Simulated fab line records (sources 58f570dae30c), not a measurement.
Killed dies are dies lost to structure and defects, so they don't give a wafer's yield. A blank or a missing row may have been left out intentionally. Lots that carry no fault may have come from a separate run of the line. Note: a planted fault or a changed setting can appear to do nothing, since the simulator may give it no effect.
Which tool is to blame? | flow berkeley cmos170 | 42 wafers from 14 lots sampled at 4 of the route's 331 steps

== WHAT THE GAUGES SHOWED, per wafer ==
UCB170_GATE_CD_MEAS_12: the cd target is 350 nm. Usual: cd nm 350.3 nm, standard deviation 1.6.
lot  | measured     | on        | cd nm (nm)        | flag
L953 | day 7 11:08  | cd sem-02 | 351.8 351.9 352.2 |
L954 | day 7 11:42  | cd sem-02 | 349.0 350.6 349.8 |
L958 | day 8 03:29  | cd sem-02 | 348.8 350.2 351.6 |
L959 | day 8 03:51  | cd sem-02 | 350.4 349.4 350.4 |
L960 | day 8 18:13  | cd sem-02 | 352.1 351.7 352.4 |
L962 | day 8 18:38  | cd sem-02 | 350.0 350.7 350.8 |
L963 | day 9 02:14  | cd sem-02 | 352.3 352.1 352.9 |
L966 | day 9 10:31  | cd sem-02 | 348.4 349.4 350.6 |
L968 | day 10 08:32 | cd sem-01 | 350.0 348.1 349.4 |
L969 | day 10 08:56 | cd sem-01 | 351.7 352.5 350.8 |
L972 | day 11 10:08 | cd sem-02 | 350.6 349.0 349.9 |
L974 | day 11 10:26 | cd sem-01 | 349.1 350.4 349.3 |
L973 | day 11 10:38 | cd sem-01 | 350.7 350.9 350.2 |
L976 | day 11 19:01 | cd sem-01 | 351.3 350.6 352.0 |

UCB170_NLDD_OVL_MEAS_07. Usual: for NLDD_OVL the level is -5 nm and the standard deviation is 4.5.
lot  | measured     | on         | NLDD_OVL (nm) | flag
L953 | day 7 15:55  | overlay-02 | -9 -11 -10    |
L954 | day 7 17:55  | overlay-02 | -11 -8 -11    |
L958 | day 8 08:49  | overlay-02 | -18 -11 -12   |
L959 | day 8 09:11  | overlay-02 | - - -         | OFF
L960 | day 9 01:50  | overlay-02 | - - -         | OFF
L962 | day 9 02:56  | overlay-02 | 2 -7 -7       |
L963 | day 9 11:49  | overlay-01 | -6 -5 -6      |
L966 | day 9 17:53  | overlay-01 | -4 -8 -3      |
L968 | day 10 13:35 | overlay-02 | -6 -1 1       |
L969 | day 10 15:08 | overlay-02 | -1 1 8        |
L972 | day 11 13:51 | overlay-02 | -13 -6 -4     |
L974 | day 11 14:08 | overlay-02 | -6 -14 -4     |
L973 | day 11 14:27 | overlay-02 | -13 -11 -7    |
L976 | day 11 22:44 | overlay-02 | 4 -4 -1       |

UCB170_SPACER_THK_MEAS_01. Usual: for SPACER_TEOS_THK the level is 379 nm and the standard deviation is 4.6.
lot  | measured     | on            | SPACER_TEOS_THK (nm) | flag
L953 | day 7 17:18  | film metro-01 | 377 382 380          |
L954 | day 7 18:38  | film metro-04 | 377 379 377          |
L958 | day 8 09:32  | film metro-03 | 379 381 382          |
L959 | day 8 09:56  | film metro-01 | 386 380 386          |
L960 | day 9 05:16  | film metro-01 | 374 373 382          |
L962 | day 9 05:18  | film metro-03 | 374 376 377          |
L963 | day 9 12:43  | film metro-03 | 379 382 386          |
L966 | day 9 18:56  | film metro-01 | 373 377 383          |
L968 | day 10 14:19 | film metro-01 | 382 382 386          |
L969 | day 10 15:58 | film metro-01 | 376 386 377          |
L972 | day 11 14:34 | film metro-04 | 375 381 378          |
L974 | day 11 14:51 | film metro-03 | 376 378 387          |
L973 | day 11 15:10 | film metro-03 | 373 378 378          |
L976 | day 11 23:27 | film metro-01 | 376 373 380          |

== WHICH TOOL RAN EACH LOT (tool, then ch and the chambers of the sampled wafers, then the start) ==
lot  | UCB170_NLDD_PEB_04
L953 | litho track-04 ch 0, day 7 15:32
L954 | litho track-03 ch 0, day 7 17:35
L958 | litho track-04 ch 0, day 8 08:19
L959 | litho track-04, day 8 08:47
L960 | litho track-04, day 9 01:00
L962 | litho track-03 ch 0, day 9 02:17
L963 | litho track-04 ch 0, day 9 11:00
L966 | litho track-01 ch 0, day 9 17:23
L968 | litho track-04 ch 0, day 10 13:00
L969 | litho track-04 ch 0, day 10 14:44
L972 | litho track-04 ch 0, day 11 13:27
L974 | litho track-04 ch 0, day 11 13:45
L973 | litho track-03 ch 0, day 11 14:03
L976 | litho track-01 ch 0, day 11 22:21
- UCB170_NLDD_PEB_04

== AS READ BY THE TOOLS THEMSELVES (means over the sampled wafers that have a number; for cases with no such wafer, the mark the record gives instead) ==
UCB170_NLDD_PEB_04. Usual: chill plate temp C 23.04 C, standard deviation 0.11; exhaust pa 45.2 Pa, standard deviation 1.
lot  | tool           | chill plate temp C (C) | exhaust pa (Pa) | flag
L953 | litho track-04 | 23.04                  | 44.2            |
L954 | litho track-03 | 23.05                  | 45.4            |
L958 | litho track-04 | 23.04                  | 44.7            |
L959 | litho track-04 | -                      | -               | OFF
L960 | litho track-04 | -                      | -               | OFF
L962 | litho track-03 | 23.12                  | 45.8            |
L963 | litho track-04 | 23.08                  | 43.5            |
L966 | litho track-01 | 22.90                  | 45.6            |
L968 | litho track-04 | 22.99                  | 44.2            |
L969 | litho track-04 | 23.02                  | 44.7            |
L972 | litho track-04 | 23.05                  | 45.0            |
L974 | litho track-04 | 23.03                  | 43.2            |
L973 | litho track-03 | 23.06                  | 45.4            |
L976 | litho track-01 | 23.08                  | 46.0            |

== THE ANSWER, worked out from the rows above alone ==
Rule: a lot is off if the mean of its wafers that have a number lies more than 3 standard deviations from the usual mean. A lot without any number at a reading at which 4 lots or more have one is off too. Where the step has rows for the other lots, those lots are counted as sound. Order of review: gauges by route order, followed by the tools' own readings, for which a lot's mean as printed above is used. The first step at which some lot is off is used, and at that step the reading that is off furthest; a lot without a number counts as furthest.
Off: at UCB170_NLDD_OVL_MEAS_07 (NLDD_OVL), L959, L960. Without a number there: L959, L960.
A tool fits if, at a process step before that reading, it ran every lot that is off, and no sound lot after the first of them. The gauges at UCB170_NLDD_OVL_MEAS_07 aren't tried: what is off there is off at UCB170_NLDD_PEB_04 too, on other tools, and a gauge's error can't cause that. Of those tried, none fits.

== WHAT THE SIMULATOR HAD INSERTED ==
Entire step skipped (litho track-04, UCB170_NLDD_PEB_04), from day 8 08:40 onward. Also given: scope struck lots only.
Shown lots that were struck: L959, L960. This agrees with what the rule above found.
